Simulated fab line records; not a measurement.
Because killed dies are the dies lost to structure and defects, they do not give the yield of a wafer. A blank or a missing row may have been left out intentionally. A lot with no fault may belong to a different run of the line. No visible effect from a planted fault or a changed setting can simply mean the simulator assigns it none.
Split-lot study | flow ritCmos | on a route of 202 steps: 5 lots, 23 wafers read

## ABOUT THE SPLIT
At RIT_SPACER_CVD_03 (deposits Si3N4 from SiH2Cl2/NH3, target thk 250 nm, time 3300 s), the setting pressureMtorr was moved away from the recipe's 300 mTorr on 15 of the 23 wafers read, by -13.9% to +12.4%. The other wafers ran this setting at the recipe's value.

Between the split and the reading, the file records no step.

## THE READING
SPACER_NITRIDE_THK (nm), taken at RIT_SPACER_THK_MEAS_04. Fault-free wafers of this fab line usually give 250.7 nm, standard deviation 2.3 nm.

wafer  | tool, chamber at the split | pressureMtorr as run, mTorr | against the recipe | SPACER_NITRIDE_THK, nm | against lot-mates on the recipe
L074.1 | -, -                       | 329.5                       | +9.8%              | 255.3                  | no lot-mate on the recipe
L074.2 | -, -                       | 329.5                       | +9.8%              | 256.2                  | no lot-mate on the recipe
L074.3 | -, -                       | 329.5                       | +9.8%              | 254.2                  | no lot-mate on the recipe
L074.4 | -, -                       | 329.5                       | +9.8%              | 255.8                  | no lot-mate on the recipe
L074.6 | -, -                       | 329.5                       | +9.8%              | 257.3                  | no lot-mate on the recipe
L077.1 | -, -                       | 258.4                       | -13.9%             | 242.4                  | no lot-mate on the recipe
L077.2 | -, -                       | 258.4                       | -13.9%             | 242.5                  | no lot-mate on the recipe
L077.4 | -, -                       | 258.4                       | -13.9%             | 242.1                  | no lot-mate on the recipe
L077.5 | -, -                       | 258.4                       | -13.9%             | 238.8                  | no lot-mate on the recipe
L077.6 | -, -                       | 258.4                       | -13.9%             | 240.7                  | no lot-mate on the recipe
L078.1 | lpcvd-02, 0                | 300                         | recipe             | 248.8                  | -
L078.2 | lpcvd-02, 0                | 300                         | recipe             | 248.4                  | -
L078.6 | lpcvd-02, 0                | 300                         | recipe             | 248.4                  | -
L080.1 | -, -                       | 300                         | recipe             | 248.4                  | -
L080.2 | -, -                       | 300                         | recipe             | 248.2                  | -
L080.3 | -, -                       | 300                         | recipe             | 247.5                  | -
L080.4 | -, -                       | 300                         | recipe             | 248.9                  | -
L080.5 | -, -                       | 300                         | recipe             | 248.5                  | -
L084.1 | -, -                       | 337.2                       | +12.4%             | 258.6                  | no lot-mate on the recipe
L084.2 | -, -                       | 337.2                       | +12.4%             | 257.2                  | no lot-mate on the recipe
L084.3 | -, -                       | 337.2                       | +12.4%             | 258.3                  | no lot-mate on the recipe
L084.4 | -, -                       | 337.2                       | +12.4%             | 258.1                  | no lot-mate on the recipe
L084.6 | -, -                       | 337.2                       | +12.4%             | 258.1                  | no lot-mate on the recipe

FIT RESULTS
A straight line over all 23 wafers: SPACER_NITRIDE_THK changes by +0.638 nm for each +1% of pressureMtorr; r = +0.98; the points scatter about the line by 1.2 nm.
Too few moved wafers with a lot-mate on the recipe to fit a line net of each lot's own level.

## THE WHOLE CHAIN: every reading that the file lists as answering this split, in the file's order
step                   | what it does                                                             | reading                                                                       | change (the file's fit)               | r (the file's)
RIT_SPACER_CVD_03      | deposits Si3N4 from SiH2Cl2/NH3, target thk 250 nm, time 3300 s          | Si3N4_of_SPACER_CVD_03.thkNm (the simulator's own value, which no gauge read) | +0.64 nm for each +1% of the setting  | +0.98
RIT_SPACER_THK_MEAS_04 |                                                                          | SPACER_NITRIDE_THK                                                            | +0.637 for each +1% of the setting    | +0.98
RIT_SPACER_ETCHBACK_05 | etches Si3N4 in SF6/CHF3, stops on SiO2, target depth 250 nm, time 240 s | etch.depthNm (the simulator's own value, which no gauge read)                 | +0.622 nm for each +1% of the setting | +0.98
RIT_SDANNEAL_CLEAN_01  | cleans in dHF, time 30 s                                                 | Si3N4_of_SPACER_CVD_03.thkNm (the simulator's own value, which no gauge read) | +0.532 nm for each +1% of the setting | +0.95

## FILE'S OWN FIT
SPACER_NITRIDE_THK changes by +0.637 nm for each +1% of pressureMtorr, r = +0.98.
